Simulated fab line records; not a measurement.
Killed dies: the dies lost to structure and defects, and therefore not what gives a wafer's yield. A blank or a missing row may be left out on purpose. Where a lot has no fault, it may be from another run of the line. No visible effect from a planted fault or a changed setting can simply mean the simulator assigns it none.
Which tool did it?    flow rit cmos    Sampling: 13 lots, 39 wafers, 2 of 202 route steps

## WHAT THE GAUGES READ, wafer by wafer
RIT_ACTIVE_CD_MEAS_11: the cd target is 1400 nm. Usual: 1400.1 nm for cd nm, sd 2.1.
lot   measured     on         cd nm (nm)            flag
L715  day 1 14:56  cd sem-01  1400.7 1400.9 1401.1  
L716  day 1 20:54  cd sem-02  1403.7 1405.7 1403.9  
L717  day 2 01:33  cd sem-02  1400.9 1399.2 1399.5  
L719  day 2 10:59  cd sem-02  1399.0 1399.9 1399.3  
L720  day 2 16:19  cd sem-01  1397.6 1399.5 1398.4  
L721  day 2 21:28  cd sem-01  1402.0 1402.5 1402.3  
L723  day 3 08:18  cd sem-01  1397.1 1398.0 1399.3  
L724  day 3 15:17  cd sem-02  1400.7 1400.2 1399.2  
L725  day 3 19:26  cd sem-02  1397.3 1398.1 1400.4  
L726  day 4 00:41  cd sem-02  1397.1 1399.6 1396.9  
L729  day 4 12:29  cd sem-02  1399.8 1398.5 1401.2  
L731  day 5 00:35  cd sem-02  1398.0 1398.7 1397.0  
L738  day 6 10:30  cd sem-01  1375.2 1354.0 1327.7  OFF

## TOOL THAT RAN EACH LOT (tool first, then ch and the chambers of the sampled wafers, then the start)
lot   RIT_ACTIVE_EXPOSE_08
L715  iline stepper-02 ch 0, day 1 14:32
L716  iline stepper-02 ch 0, day 1 20:26
L717  iline stepper-01 ch 0, day 2 01:09
L719  iline stepper-02 ch 0, day 2 10:35
L720  iline stepper-01 ch 0, day 2 15:55
L721  iline stepper-02 ch 0, day 2 21:04
L723  iline stepper-02 ch 0, day 3 07:54
L724  iline stepper-02 ch 0, day 3 14:53
L725  iline stepper-01 ch 0, day 3 19:02
L726  iline stepper-02 ch 0, day 4 00:17
L729  iline stepper-02 ch 0, day 4 12:05
L731  iline stepper-01 ch 0, day 5 00:11
L738  iline stepper-01 ch 0, day 6 10:06
- RIT_ACTIVE_EXPOSE_08: exposes mask M1, target cd 1400 nm.

## WHAT THE TOOLS THEMSELVES READ (means of the sampled wafers that have a number; where no wafer has one, the mark that the record gives instead)
RIT_ACTIVE_EXPOSE_08. Usual: 226.6 for exposure dose mJ cm2, sd 1.7.
lot   tool              exposure dose mJ cm2  flag
L715  iline stepper-02  224.8                 
L716  iline stepper-02  224.7                 
L717  iline stepper-01  228.3                 
L719  iline stepper-02  225.1                 
L720  iline stepper-01  228.5                 
L721  iline stepper-02  225.0                 
L723  iline stepper-02  225.1                 
L724  iline stepper-02  224.9                 
L725  iline stepper-01  228.2                 
L726  iline stepper-02  224.7                 
L729  iline stepper-02  225.2                 
L731  iline stepper-01  228.2                 
L738  iline stepper-01  215.2                 OFF

## THE ANSWER, worked out from the rows above alone
Rule: a lot is off if the mean of its wafers that have a number lies more than 3 standard deviations from the usual mean. A lot without any number at a reading at which 4 lots or more have one is off too. All remaining lots with rows at the step are treated as sound. First the gauges in route order, then the tools' own readings, where a lot's mean is used as printed above. The first step at which some lot is off is used, and at that step the reading that is off furthest; a lot without a number counts as furthest.
Off: L738 (RIT_ACTIVE_CD_MEAS_11, cd nm).
If a tool, at a process step before that reading, ran all the lots that are off and no sound lot after the first of them, it fits. Not tried: the gauges at RIT_ACTIVE_CD_MEAS_11; whatever is off there is also off at RIT_ACTIVE_EXPOSE_08, on other tools, and gauge error can't account for it. One candidate fits, namely iline stepper-01 at RIT_ACTIVE_EXPOSE_08. Its last sound lot is L731 (day 5 00:11), its first lot that is off L738 (day 6 10:06): a fault that began between those two fits.
On the lots that are off, the tool's own readings at RIT_ACTIVE_EXPOSE_08 differ by more than 5 times the standard deviation of the sound lots' means, which bears it out; exposure dose mJ cm2 reads 215.2 there versus 226.1 on the sound lots.

## WHAT THE SIMULATOR HAD INSERTED
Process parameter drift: iline stepper-01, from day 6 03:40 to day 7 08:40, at RIT_ACTIVE_EXPOSE_08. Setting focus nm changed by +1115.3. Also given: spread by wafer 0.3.
Shown lots that were struck: L738. The rule above found the same.
